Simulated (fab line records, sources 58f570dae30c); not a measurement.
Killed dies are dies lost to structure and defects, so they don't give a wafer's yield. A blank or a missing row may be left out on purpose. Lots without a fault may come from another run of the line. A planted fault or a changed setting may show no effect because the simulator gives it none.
fab line records | flow berkeley_cmos170
record lots=5 wafers=15 last_day=12
route steps=331 shown CONTACT@231 M1@238 V1@254
lots that met no fault: from a run of the same line without faults
start_h: hours from the record's first day to the start of the lot's first wafer shown | wait_h: hours since the lot's step before | " the same as in the row above | L1.1+2: a row that stands for several wafers | - no value, or no start given | * or withheld: withheld | < > ~ a bound
route shown NAME@n: a module of which the file shows steps, and the number in the route of the first | usual: mean/standard deviation of fault-free wafers | same: alike in all rows | chamber/n: place in a boat | sites: the reading at each site | _std_site: their standard deviation | _edge_site: outer sites' mean less inner sites' | radius_mm: how far each site lies from the wafer's centre | mask NAME#n: copy n | behind: the tool/chamber that last shaped the wafer | hold: why the lot was held/for how many hours/how that ended | device: the transistor (n, p or np) that didn't switch | end of line: the same wafers' tests at the end of the route | a step without rows: its recipe alone | killed: dies lost to structure and defects at the first sort, not the wafer's yield | map: a wafer's dies, x killed, . not, _ none there
set.NAME: the setting as run; set.NAME@STEP: as run at that earlier step | model.NAME: the simulator's own value behind a step, which no gauge read
lots at some steps of the route; a table a step, a row a wafer
services: from which hour (start_h, from the record's first day; less than 0 if before it) a tool's chamber was out of use, for how many hours, and why
## steps
# step UCB170_CONTACT_CD_MEAS_15
# recipe target_cd_nm=700
# usual cd_nm=700.1/1.2
# columns lot.wafer tool chamber start_h wait_h cd_nm
L081.1 cd_sem-01 - 232.77 - 699.0
L081.2 " - " " 698.0
L081.4 " - " " 699.2
L086.2 cd_sem-01 - 256.65 - 700.2
L086.3 " - " " 700.8
L086.5 " - " " 701.2
L085.1 cd_sem-01 - 257.26 - 700.3
L085.4 " - " " 701.5
L085.5 " - " " 701.4
L090.1 cd_sem-01 - 265.16 - 700.0
L090.3 " - " " 698.9
L090.4 " - " " 701.1
L095.1 cd_sem-02 - 285.43 - 700.0
L095.5 " - " " 699.2
L095.6 " - " " 699.9
# step UCB170_CONTACT_OVL_MEAS_16
# usual CONTACT_OVL=-1/5.4
# columns lot.wafer tool chamber start_h wait_h CONTACT_OVL[nm]
L081.1 overlay-01 - 232.89 0.1 -16
L081.2 " - " " -6
L081.4 " - " " -8
L086.2 overlay-01 - 256.75 0.1 7
L086.3 " - " " 1
L086.5 " - " " 4
L085.1 overlay-02 - 257.38 0.1 7
L085.4 " - " " 3
L085.5 " - " " 1
L090.1 overlay-01 - 265.28 0.1 -9
L090.3 " - " " -7
L090.4 " - " " -4
L095.1 overlay-02 - 285.55 0.1 -6
L095.5 " - " " -4
L095.6 " - " " 6
# step UCB170_CONTACT_ETCH_17
# recipe chemistry=N2/H2 target_depth_a=withheld overetch_a=withheld target=BARC time_s=withheld source_w=500 bias_w=100 pressure_mtorr=30 n2_flow_sccm=100 h2_flow_sccm=200
# usual drypump_motor_current_A=5.9/0.34 oes_product_au=0.995/0.023 throttle_valve_pct=13.31/0.15
# columns lot.wafer tool chamber start_h wait_h drypump_motor_current_A oes_product_au throttle_valve_pct
L081.1 rie_diel-04 2 232.92 0.0 5.7 0.978 13.15
L081.2 " 1 " " 6.5 1.003 13.35
L081.4 " 3 " " 6.0 0.965 13.17
L086.2 rie_diel-04 0 256.78 0.0 5.5 1.045 13.08
L086.3 " 3 " " 6.0 0.965 13.16
L086.5 " 1 " " 6.5 0.998 13.36
L085.1 rie_diel-04 3 257.42 0.0 6.0 0.971 13.19
L085.4 " 0 " " 5.5 1.048 13.07
L085.5 " 3 " " 6.0 0.971 13.17
L090.1 rie_diel-01 0 265.31 0.0 6.3 0.988 13.34
L090.3 " 1 " " 5.6 0.980 13.35
L090.4 " 2 " " 5.8 0.958 13.34
L095.1 rie_diel-04 0 285.59 0.0 5.6 1.061 13.10
L095.5 " 0 " " 5.5 1.055 13.07
L095.6 " 1 " " 6.5 1.014 13.35
# step UCB170_CONTACT_ETCH_18
# recipe chemistry=CHF3/CF4/Ar target=PSG stop_on=TiSi2 CHF3_flow_sccm=45 cf4_flow_sccm=15 Ar_flow_sccm=150 pressure_mtorr=200 rf_w=700 target_depth_a=8400 over_etch_frac=0.2 time_s=195
# usual drypump_motor_current_A=5.9/0.34 oes_product_au=0.889/0.015 throttle_valve_pct=6.92/0.084
# same over_etch_frac=0.2
# columns lot.wafer tool chamber start_h wait_h drypump_motor_current_A oes_product_au rf_hours_counter_h throttle_valve_pct
L081.1 rie_diel-04 2 - - 5.7 0.877 58 6.86
L081.2 " 1 " " 6.5 0.899 71 6.88
L081.4 " 3 " " 6.0 0.865 46 6.88
L086.2 rie_diel-04 0 - - 5.5 0.930 21 6.82
L086.3 " 3 " " 6.0 0.876 47 6.87
L086.5 " 1 " " 6.4 0.907 - 6.84
L085.1 rie_diel-04 3 - - 6.0 0.875 47 6.87
L085.4 " 0 " " 5.6 0.926 - 6.81
L085.5 " 3 " " 6.0 0.874 - 6.88
L090.1 rie_diel-01 0 - - 6.3 0.871 4 6.97
L090.3 " 1 " " 5.6 0.899 122 6.95
L090.4 " 2 " " 5.8 0.881 23 6.89
L095.1 rie_diel-04 0 - - 5.5 0.914 22 6.82
L095.5 " 0 " " 5.5 0.909 - 6.84
L095.6 " 1 " " 6.5 0.899 - 6.86
# step UCB170_CONTACT_STRIP_19
# recipe chemistry=O2 power_w=400 pressure_mtorr=3500 platen_temp_c=withheld o2_flow_sccm=400 overash_fraction=0.5
# usual drypump_motor_current_A=6.1/0.46 oes_product_au=0.725/0.0047
# columns lot.wafer tool chamber start_h wait_h drypump_motor_current_A oes_product_au rf_hours_counter_h
L081.1 plasma_asher-01 0 233.09 - 6.5 0.719 51
L081.2 " 1 " " 6.6 0.729 51
L081.4 " 0 " " 6.5 0.730 -
L086.2 plasma_asher-04 0 256.95 - 5.9 0.715 14
L086.3 " 1 " " 5.9 0.725 -
L086.5 " 0 " " 5.9 0.721 -
L085.1 plasma_asher-01 1 257.58 - 6.6 0.719 54
L085.4 " 1 " " 6.6 0.724 -
L085.5 " 0 " " 6.5 0.725 -
L090.1 plasma_asher-01 0 265.48 - 6.5 0.725 55
L090.3 " 1 " " 6.6 0.721 -
L090.4 " 0 " " 6.4 0.730 -
L095.1 plasma_asher-01 0 285.76 - 6.5 0.720 58
L095.5 " 1 " " 6.6 0.728 -
L095.6 " 0 " " 6.5 0.721 -
# step UCB170_CONTACT_CD_MEAS_90
# recipe target_cd_nm=700
# usual cd_nm=699.8/1.4
# columns lot.wafer tool chamber start_h wait_h cd_nm
L081.1 cd_sem-02 - 233.19 0.1 699.3
L081.2 " - " " 696.8
L081.4 " - " " 699.2
L086.2 cd_sem-02 - 257.07 0.1 700.4
L086.3 " - " " 700.5
L086.5 " - " " 700.4
L085.1 cd_sem-01 - 257.68 0.1 699.5
L085.4 " - " " 702.0
L085.5 " - " " 700.6
L090.1 cd_sem-02 - 265.58 0.1 699.6
L090.3 " - " " 698.5
L090.4 " - " " 700.0
L095.1 cd_sem-01 - 285.86 0.1 699.1
L095.5 " - " " 699.4
L095.6 " - " " 698.8
# step UCB170_CONTACT_CLEAN_20
# recipe chemistry=SPM temp_c=120 time_s=600
# usual bath_heat_duty_pct=13.1/1.2
# columns lot.wafer tool chamber start_h wait_h bath_heat_duty_pct
L081.1 wet_bench-01 1 233.31 0.1 12.1
L081.2 " 1 " " 12.8
L081.4 " 1 " " 13.0
L086.2 wet_bench-01 0 257.17 0.1 11.9
L086.3 " 0 " " 12.3
L086.5 " 0 " " 13.7
L085.1 wet_bench-04 0 257.80 0.1 13.7
L085.4 " 0 " " 12.1
L085.5 " 0 " " 12.1
L090.1 wet_bench-03 1 265.76 0.2 14.1
L090.3 " 1 " " 14.1
L090.4 " 1 " " 12.5
L095.1 wet_bench-01 1 285.98 0.1 13.2
L095.5 " 1 " " 12.4
L095.6 " 1 " " 10.9
# step UCB170_M1_SPUTTER_00
# recipe material=Al target_thk_nm=600 time_s=80 power_w=6000 chamber_pressure_pa=0.5
# usual throttle_valve_pct=30.6/1.1
# columns lot.wafer tool chamber start_h wait_h throttle_valve_pct
L081.1 pvd_sputter-04 - 233.50 0.0 31.6
L081.2 " - " " 31.1
L081.4 " - " " 29.0
L086.2 pvd_sputter-03 - 257.36 0.0 29.3
L086.3 " - " " 31.4
L086.5 " - " " 29.1
L085.1 pvd_sputter-02 - 257.98 0.0 29.8
L085.4 " - " " 32.1
L085.5 " - " " 31.0
L090.1 pvd_sputter-04 - 265.93 0.0 30.4
L090.3 " - " " 31.5
L090.4 " - " " 29.7
L095.1 pvd_sputter-04 - 286.15 0.0 29.2
L095.5 " - " " 31.6
L095.6 " - " " 31.6
# step UCB170_M1_RS_MEAS_01
# recipe thk_meas_gauge=four-point-probe reads=Al_of_M1_SPUTTER_00
# usual M1_AL_RS=0.0486/0.00058
# columns lot.wafer tool chamber start_h wait_h M1_AL_RS[ohm/sq]
L081.1 film_metro-01 - 233.56 0.0 0.0499
L081.2 " - " " 0.0490
L081.4 " - " " 0.0487
L086.2 film_metro-04 - 257.44 0.1 0.0486
L086.3 " - " " 0.0491
L086.5 " - " " 0.0485
L085.1 film_metro-01 - 258.05 0.0 0.0489
L085.4 " - " " 0.0480
L085.5 " - " " 0.0486
L090.1 film_metro-04 - 265.99 0.0 0.0486
L090.3 " - " " 0.0485
L090.4 " - " " 0.0480
L095.1 film_metro-03 - 286.21 0.0 0.0485
L095.5 " - " " 0.0488
L095.6 " - " " 0.0495
# step UCB170_M1_THK_MEAS_02
# recipe thk_meas_gauge=xrf reads=Al_of_M1_SPUTTER_00
# usual M1_AL_THK=591/9.6
# columns lot.wafer tool chamber start_h wait_h M1_AL_THK[nm]
L081.1 film_metro-01 - 233.68 0.1 573
L081.2 " - " " 584
L081.4 " - " " 587
L086.2 film_metro-04 - 257.55 0.1 585
L086.3 " - " " 578
L086.5 " - " " 586
L085.1 film_metro-01 - 258.17 0.1 583
L085.4 " - " " 596
L085.5 " - " " 585
L090.1 film_metro-04 - 266.11 0.1 579
L090.3 " - " " 586
L090.4 " - " " 594
L095.1 film_metro-03 - 286.33 0.1 599
L095.5 " - " " 596
L095.6 " - " " 587
# step UCB170_M1_COAT_03
# recipe resist=BARC temp_c=withheld time_s=withheld spin_rpm=3000 resist_thk_nm=withheld
# columns lot.wafer tool chamber start_h wait_h
L081.1+2+4 litho_track-01 0 233.74 0.1
L086.2+3+5 litho_track-04 0 257.84 0.3
L085.1+4+5 litho_track-01 0 258.23 0.1
L090.1+3+4 litho_track-04 0 266.77 0.7
L095.1+5+6 litho_track-02 0 286.39 0.1
# step UCB170_M1_COAT_04
# recipe resist=KrF spin_rpm=1500 resist_thk_nm=900
# columns lot.wafer tool chamber start_h wait_h
L081.1+2+4 litho_track-01 0 - -
L086.2+3+5 litho_track-04 0 - -
L085.1+4+5 litho_track-01 0 - -
L090.1+3+4 litho_track-04 0 - -
L095.1+5+6 litho_track-02 0 - -
# step UCB170_M1_SOFTBAKE_05
# recipe resist=KrF temp_c=130 time_s=60
# columns lot.wafer tool chamber start_h wait_h
L081.1+2+4 litho_track-01 0 - -
L086.2+3+5 litho_track-04 0 - -
L085.1+4+5 litho_track-01 0 - -
L090.1+3+4 litho_track-04 0 - -
L095.1+5+6 litho_track-02 0 - -
# step UCB170_M1_EXPOSE_06
# recipe mask_id=METAL1 target_cd_nm=700 na=0.5 sigma_outer=0.6 source_shape=conventional dose_mj=21
# same sigma_outer=0.6
# columns lot.wafer tool chamber start_h wait_h mask
L081.1+2+4 krf_scanner-02 0 234.32 - METAL1#0
L086.2+3+5 krf_scanner-01 0 258.41 - METAL1#0
L085.1+4+5 krf_scanner-02 0 258.80 - METAL1#0
L090.1+3+4 krf_scanner-01 0 267.35 - METAL1#0
L095.1+5+6 krf_scanner-01 0 286.84 - METAL1#0
# step UCB170_M1_PEB_07
# recipe peb_temp_c=130 peb_time_s=withheld resist=KrF
# columns lot.wafer tool chamber start_h wait_h
L081.1+2+4 litho_track-01 0 234.73 0.4
L086.2+3+5 litho_track-02 0 258.53 0.1
L085.1+4+5 litho_track-01 0 259.18 0.4
L090.1+3+4 litho_track-02 0 268.01 0.6
L095.1+5+6 litho_track-04 0 286.96 0.1
# step UCB170_M1_DEVELOP_08
# recipe developer=TMAH develop_time_s=45 resist=KrF dev_temp_c=21
# columns lot.wafer tool chamber start_h wait_h
L081.1+2+4 litho_track-01 0 - -
L086.2+3+5 litho_track-02 0 - -
L085.1+4+5 litho_track-01 0 - -
L090.1+3+4 litho_track-02 0 - -
L095.1+5+6 litho_track-04 0 - -
# step UCB170_M1_CD_MEAS_09
# recipe target_cd_nm=700
# usual cd_nm=699.6/1.5
# columns lot.wafer tool chamber start_h wait_h cd_nm
L081.1 cd_sem-02 - 235.01 - 699.3
L081.2 " - " " 700.0
L081.4 " - " " 700.1
L086.2 cd_sem-02 - 258.80 - 699.1
L086.3 " - " " 696.8
L086.5 " - " " 699.0
L085.1 cd_sem-02 - 259.45 - 695.0
L085.4 " - " " 695.4
L085.5 " - " " 697.5
L090.1 cd_sem-02 - 268.28 - 698.9
L090.3 " - " " 699.8
L090.4 " - " " 698.9
L095.1 cd_sem-01 - 287.23 - 700.3
L095.5 " - " " 699.5
L095.6 " - " " 701.0
# step UCB170_M1_OVL_MEAS_10
# usual M1_OVL=0/6.2
# columns lot.wafer tool chamber start_h wait_h M1_OVL[nm]
L081.1 overlay-02 - 235.13 0.1 -9
L081.2 " - " " 1
L081.4 " - " " 1
L086.2 overlay-02 - 258.90 0.1 -10
L086.3 " - " " -7
L086.5 " - " " -18
L085.1 overlay-01 - 259.57 0.1 9
L085.4 " - " " 16
L085.5 " - " " 3
L090.1 overlay-01 - 268.40 0.1 -2
L090.3 " - " " 4
L090.4 " - " " 1
L095.1 overlay-01 - 287.35 0.1 1
L095.5 " - " " 2
L095.6 " - " " 3
# step UCB170_M1_ETCH_11
# recipe chemistry=N2/H2 target_depth_a=withheld overetch_a=withheld target=BARC time_s=withheld source_w=500 bias_w=100 pressure_mtorr=30 n2_flow_sccm=100 h2_flow_sccm=200
# usual drypump_motor_current_A=5.8/0.3 oes_product_au=0.996/0.011 throttle_valve_pct=13.39/0.15
# columns lot.wafer tool chamber start_h wait_h drypump_motor_current_A oes_product_au throttle_valve_pct
L081.1 rie_diel-03 0 235.16 0.0 6.2 0.984 13.08
L081.2 " 3 " " 5.4 1.003 13.48
L081.4 " 2 " " 5.7 0.987 13.43
L086.2 rie_diel-01 1 258.93 0.0 5.7 0.989 13.35
L086.3 " 2 " " 5.8 0.975 13.32
L086.5 " 2 " " 5.9 0.982 13.33
L085.1 rie_diel-03 3 259.61 0.0 5.4 1.003 13.46
L085.4 " 1 " " 6.0 0.993 13.50
L085.5 " 2 " " 5.7 0.989 13.43
L090.1 rie_diel-03 0 268.44 0.0 6.3 0.998 13.07
L090.3 " 1 " " 5.9 0.992 13.48
L090.4 " 2 " " 5.7 0.984 13.42
L095.1 rie_diel-03 2 287.39 0.0 5.7 0.996 13.43
L095.5 " 1 " " 5.9 0.984 13.51
L095.6 " 0 " " 6.2 0.998 13.07
# step UCB170_M1_METAL_ETCH_12
# recipe chemistry=Cl2/BCl3 target=Al stop_on=PSG pressure_mtorr=12 target_depth_a=7800 over_etch_frac=0.3 time_s=130 icp_w=600 bias_w=120 Cl2_flow_sccm=90 bcl3_flow_sccm=45
# usual drypump_motor_current_A=5.6/0.62 oes_product_au=0.858/0.014 throttle_valve_pct=24.44/0.22
# same over_etch_frac=0.3
# columns lot.wafer tool chamber start_h wait_h drypump_motor_current_A oes_product_au rf_hours_counter_h throttle_valve_pct
L081.1 rie_metal-01 0 235.21 - 5.5 0.849 10 24.83
L081.2 " 1 " " 6.7 0.847 4 24.41
L081.4 " 1 " " 6.7 0.851 - 24.40
L086.2 rie_metal-01 1 259.02 - 6.6 0.844 - 24.39
L086.3 " 1 " " 6.7 0.848 - 24.40
L086.5 " 1 " " 6.7 0.846 - 24.38
L085.1 rie_metal-02 1 259.65 - 5.3 0.851 2 24.08
L085.4 " 1 " " 5.3 0.862 - 24.07
L085.5 " 1 " " 5.3 0.864 - 24.07
L090.1 rie_metal-04 0 268.48 - 5.1 0.874 3 24.59
L090.3 " 1 " " 6.0 0.860 - 24.48
L090.4 " 0 " " 5.1 0.883 - 24.59
L095.1 rie_metal-04 0 287.43 - 5.1 0.880 4 24.58
L095.5 " 1 " " 6.0 0.866 - 24.49
L095.6 " 0 " " 5.1 0.863 - 24.61
# step UCB170_M1_STRIP_13
# recipe chemistry=O2 power_w=400 pressure_mtorr=3500 platen_temp_c=withheld o2_flow_sccm=400 overash_fraction=0.5
# usual drypump_motor_current_A=5.9/0.61 oes_product_au=0.720/0.0045
# columns lot.wafer tool chamber start_h wait_h drypump_motor_current_A oes_product_au rf_hours_counter_h
L081.1 plasma_asher-02 0 235.34 0.1 6.4 0.725 45
L081.2 " 1 " " 5.2 0.725 45
L081.4 " 0 " " 6.4 0.722 -
L086.2 plasma_asher-01 1 259.24 0.2 6.6 0.728 55
L086.3 " 1 " " 6.6 0.718 -
L086.5 " 0 " " 6.4 0.722 -
L085.1 plasma_asher-03 0 259.78 0.1 5.1 0.725 52
L085.4 " 1 " " 5.6 0.723 -
L085.5 " 1 " " 5.6 0.714 -
L090.1 plasma_asher-02 0 268.61 0.1 6.5 0.717 49
L090.3 " 1 " " 5.3 0.717 -
L090.4 " 0 " " 6.4 0.721 -
L095.1 plasma_asher-02 1 287.57 0.1 5.2 0.716 51
L095.5 " 1 " " 5.2 0.718 -
L095.6 " 0 " " 6.4 0.722 -
# step UCB170_M1_CD_MEAS_90
# recipe target_cd_nm=700
# usual cd_nm=700.1/2.7
# columns lot.wafer tool chamber start_h wait_h cd_nm
L081.1 cd_sem-02 - 235.44 0.1 699.0
L081.2 " - " " 700.3
L081.4 " - " " 701.8
L086.2 cd_sem-01 - 259.36 0.1 696.7
L086.3 " - " " 695.8
L086.5 " - " " 695.3
L085.1 cd_sem-02 - 259.88 0.1 692.2
L085.4 " - " " 691.7
L085.5 " - " " 696.6
L090.1 cd_sem-01 - 268.76 0.1 704.0
L090.3 " - " " 698.5
L090.4 " - " " 704.0
L095.1 cd_sem-01 - 287.67 0.1 706.0
L095.5 " - " " 697.5
L095.6 " - " " 704.4
# step UCB170_M1_ANNEAL_14
# recipe temp_c=400 time_s=1200 ambient=forming_gas
# usual zone_power_source_pct=5.42/0.053
# columns lot.wafer tool chamber start_h wait_h zone_power_source_pct
L081.1 furnace-03 0 236.08 0.6 5.39
L081.2 " 0 " " 5.47
L081.4 " 0 " " 5.44
L085.1 furnace-03 0 260.04 0.1 5.41
L085.4 " 0 " " 5.35
L085.5 " 0 " " 5.48
L086.2 furnace-03 0 260.04 0.7 5.42
L086.3 " 0 " " 5.50
L086.5 " 0 " " 5.43
L090.1 furnace-03 0 268.88 0.1 5.43
L090.3 " 0 " " 5.43
L090.4 " 0 " " 5.40
L095.1 furnace-03 0 287.79 0.1 5.51
L095.5 " 0 " " 5.43
L095.6 " 0 " " 5.44
# step UCB170_V1_CVD_00
# recipe material=SiO2 target_thk_nm=2000 temp_c=390 precursor=TEOS/O2 time_s=250 rf_w=550 pressure_mtorr=9000
# usual heater_power_w=242/56 susceptor_temp_C=389.97/0.24
# columns lot.wafer tool chamber start_h wait_h heater_power_w since_wet_clean_h susceptor_temp_C
L081.1 pecvd-04 2 237.41 0.0 198 423 390.16
L081.2 " 1 " " 204 423 389.60
L081.4 " 0 " " 258 - 390.01
L085.1 pecvd-04 2 261.37 0.0 243 5 389.94
L085.4 " 1 " " 234 - 390.03
L085.5 " 0 " " 190 - 389.75
L086.2 pecvd-02 0 261.37 0.0 344 112 389.97
L086.3 " 2 " " 198 112 390.11
L086.5 " 0 " " 259 - 390.02
L090.1 pecvd-04 2 270.22 0.0 285 14 389.55
L090.3 " 0 " " 225 14 389.95
L090.4 " 0 " " 277 - 389.77
L095.1 pecvd-02 1 289.12 0.0 225 140 389.50
L095.5 " 0 " " 358 - 390.27
L095.6 " 2 " " 134 - 390.11
# step UCB170_V1_THK_MEAS_01
# recipe reads=SiO2_of_V1_CVD_00
# usual V1_TEOS_THK=1992/27
# columns lot.wafer tool chamber start_h wait_h V1_TEOS_THK[nm]
L081.1 film_metro-01 - 237.57 0.1 1958
L081.2 " - " " 1968
L081.4 " - " " 1970
L085.1 film_metro-01 - 261.53 0.1 2033
L085.4 " - " " 2025
L085.5 " - " " 2012
L086.2 film_metro-02 - 261.54 0.1 1979
L086.3 " - " " 2013
L086.5 " - " " 1990
L090.1 film_metro-03 - 270.37 0.1 2006
L090.3 " - " " 1966
L090.4 " - " " 1991
L095.1 film_metro-03 - 289.27 0.1 1958
L095.5 " - " " 1985
L095.6 " - " " 2014
# step UCB170_V1_CMP_02
# recipe material=SiO2 down_force_psi=6 platen_rpm=60 pad_velocity_m_s=0.75398
# usual motor_current_A=15.6/0.96
# columns lot.wafer tool chamber start_h wait_h motor_current_A
L081.4 cmp-02 2 237.68 0.1 16.7
L081.2 " 3 " " 15.2
L081.1 " 0 " " 16.4
L085.4 cmp-02 2 261.59 0.0 15.3
L085.1 " 0 " " 16.9
L085.5 " 2 " " 17.1
L086.2 cmp-01 2 261.59 0.0 16.5
L086.3 " 3 " " 15.4
L086.5 " 3 " " 16.2
L090.1 cmp-02 3 270.48 0.1 15.3
L090.4 " 0 " " 15.9
L090.3 " 1 " " 14.2
L095.1 cmp-02 3 289.43 0.1 15.3
L095.6 " 1 " " 14.6
L095.5 " 2 " " 16.4
# step UCB170_V1_BOW_MEAS_03
# recipe mode=bow
# usual V1_BOW=19/6.5
# columns lot.wafer tool chamber start_h wait_h V1_BOW[um]
L081.1 film_metro-02 - 237.93 0.1 29
L081.2 " - " " 20
L081.4 " - " " 14
L085.1 film_metro-01 - 261.89 0.1 18
L085.4 " - " " 27
L085.5 " - " " 29
L086.2 film_metro-03 - 261.91 0.3 19
L086.3 " - " " 13
L086.5 " - " " 22
L090.1 film_metro-03 - 270.73 0.2 25
L090.3 " - " " 17
L090.4 " - " " 27
L095.1 film_metro-02 - 289.63 0.1 22
L095.5 " - " " 13
L095.6 " - " " 15
# step UCB170_V1_THK_MEAS_04
# recipe reads=SiO2_of_V1_CVD_00
# usual V1_POLISHED_THK=999.8/1.1
# columns lot.wafer tool chamber start_h wait_h V1_POLISHED_THK[nm]
L081.1 film_metro-02 - 238.05 0.1 999.4
L081.2 " - " " 998.9
L081.4 " - " " 1000.5
L085.1 film_metro-01 - 262.01 0.1 997.8
L085.4 " - " " 1000.3
L085.5 " - " " 1000.0
L086.2 film_metro-03 - 262.02 0.1 999.1
L086.3 " - " " 999.0
L086.5 " - " " 1000.8
L090.1 film_metro-03 - 270.85 0.1 997.6
L090.3 " - " " 997.9
L090.4 " - " " 998.1
L095.1 film_metro-02 - 289.75 0.1 999.3
L095.5 " - " " 999.4
L095.6 " - " " 1000.0
# step UCB170_V1_CLEAN_05
# recipe chemistry=DIW
# columns lot.wafer tool chamber start_h wait_h
L081.1+2+4 wet_bench-04 0 238.85 0.8
L085.1+4+5 wet_bench-04 1 262.23 0.2
L086.2+3+5 wet_bench-04 0 262.23 0.2
L090.1+3+4 wet_bench-03 2 271.23 0.4
L095.1+5+6 wet_bench-04 0 289.81 0.1
# step UCB170_V1_HMDS_06
# recipe prime_time_s=60 prime_temp_c=100
# columns lot.wafer tool chamber start_h wait_h
L081.1+2+4 litho_track-01 0 239.20 0.2
L086.2+3+5 litho_track-02 0 262.43 0.0
L085.1+4+5 litho_track-03 0 262.86 0.5
L090.1+3+4 litho_track-02 0 271.41 0.0
L095.1+5+6 litho_track-02 0 289.99 0.0
# step UCB170_V1_COAT_07
# recipe resist=KrF spin_rpm=1500 resist_thk_nm=900
# columns lot.wafer tool chamber start_h wait_h
L081.1+2+4 litho_track-01 0 239.35 0.1
L086.2+3+5 litho_track-02 0 262.58 0.1
L085.1+4+5 litho_track-03 0 263.01 0.1
L090.1+3+4 litho_track-02 0 271.56 0.1
L095.1+5+6 litho_track-02 0 290.14 0.1
# step UCB170_V1_SOFTBAKE_08
# recipe resist=KrF temp_c=130 time_s=60
# columns lot.wafer tool chamber start_h wait_h
L081.1+2+4 litho_track-01 0 239.50 0.1
L086.2+3+5 litho_track-02 0 262.73 0.1
L085.1+4+5 litho_track-03 0 263.16 0.1
L090.1+3+4 litho_track-02 0 271.71 0.1
L095.1+5+6 litho_track-02 0 290.29 0.1
# step UCB170_V1_EXPOSE_09
# recipe mask_id=VIA1 target_cd_nm=700 na=0.5 sigma_outer=0.6 source_shape=conventional dose_mj=37
# same sigma_outer=0.6
# columns lot.wafer tool chamber start_h wait_h mask
L081.1+2+4 krf_scanner-01 0 239.77 0.2 VIA1#0
L086.2+3+5 krf_scanner-01 0 263.36 0.6 VIA1#0
L085.1+4+5 krf_scanner-02 0 263.58 0.4 VIA1#0
L090.1+3+4 krf_scanner-02 0 271.86 0.1 VIA1#0
L095.1+5+6 krf_scanner-02 0 290.56 0.2 VIA1#0
# step UCB170_V1_PEB_10
# recipe peb_temp_c=129.3 peb_time_s=withheld resist=KrF
# columns lot.wafer tool chamber start_h wait_h
L081.1+2+4 litho_track-01 0 240.10 0.3
L086.2+3+5 litho_track-03 0 264.23 0.9
L085.1+4+5 litho_track-01 0 264.31 0.7
L090.1+3+4 litho_track-03 0 271.97 0.1
L095.1+5+6 litho_track-03 0 290.68 0.1
# step UCB170_V1_DEVELOP_11
# recipe developer=TMAH develop_time_s=45 resist=KrF dev_temp_c=21
# columns lot.wafer tool chamber start_h wait_h
L081.1+2+4 litho_track-01 0 - -
L086.2+3+5 litho_track-03 0 - -
L085.1+4+5 litho_track-01 0 - -
L090.1+3+4 litho_track-03 0 - -
L095.1+5+6 litho_track-03 0 - -
# step UCB170_V1_CD_MEAS_12
# recipe target_cd_nm=700
# usual cd_nm=700.1/1.4
# columns lot.wafer tool chamber start_h wait_h cd_nm
L081.1 cd_sem-02 - 240.37 - 700.5
L081.2 " - " " 700.2
L081.4 " - " " 698.3
L086.2 cd_sem-01 - 264.50 - 698.0
L086.3 " - " " 698.3
L086.5 " - " " 697.1
L085.1 cd_sem-02 - 264.59 - 699.7
L085.4 " - " " 700.3
L085.5 " - " " 700.0
L090.1 cd_sem-02 - 272.25 - 701.7
L090.3 " - " " 700.9
L090.4 " - " " 701.2
L095.1 cd_sem-02 - 290.96 - 702.3
L095.5 " - " " 703.7
L095.6 " - " " 702.8
# step UCB170_V1_OVL_MEAS_13
# usual V1_OVL=-5/5.9
# columns lot.wafer tool chamber start_h wait_h V1_OVL[nm]
L081.1 overlay-02 - 240.49 0.1 -9
L081.2 " - " " -12
L081.4 " - " " -17
L086.2 overlay-02 - 264.61 0.1 -8
L086.3 " - " " -3
L086.5 " - " " -8
L085.1 overlay-01 - 264.71 0.1 -9
L085.4 " - " " -8
L085.5 " - " " -3
L090.1 overlay-02 - 272.37 0.1 -4
L090.3 " - " " 3
L090.4 " - " " -1
L095.1 overlay-01 - 291.08 0.1 -5
L095.5 " - " " 1
L095.6 " - " " -12
## services
# columns tool chamber start_h hours kind
plasma_asher-03 - 211.06 1.3 repair
pecvd-02 2 218.19 22.3 repair
rie_metal-02 0 219.02 3.9 repair
rie_diel-01 0 220.65 6.5 repair
rie_diel-01 3 227.19 - clean
krf_scanner-02 - 230.38 0.1 repair
rie_metal-04 - 231.39 0.1 repair
cmp-01 - 232.00 4.0 pm
krf_scanner-01 - 233.61 0.3 repair
pecvd-04 - 242.50 14.0 pm
pecvd-04 2 243.30 7.1 repair
cmp-01 - 245.50 0.4 repair
wet_bench-01 - 252.19 1.9 repair
cmp-01 - 253.60 1.0 repair
rie_diel-04 2 253.66 5.6 repair
rie_diel-01 - 256.15 0.2 repair
rie_metal-01 0 256.22 9.3 repair
krf_scanner-02 - 261.75 - calibration
rie_diel-04 0 265.09 16.5 repair
cmp-02 - 265.40 1.3 repair
krf_scanner-02 0 283.92 - calibration
wet_bench-03 - 288.53 2.4 repair
rie_metal-02 0 289.61 8.4 repair
cmp-01 - 289.63 21.7 repair
## key
fault none
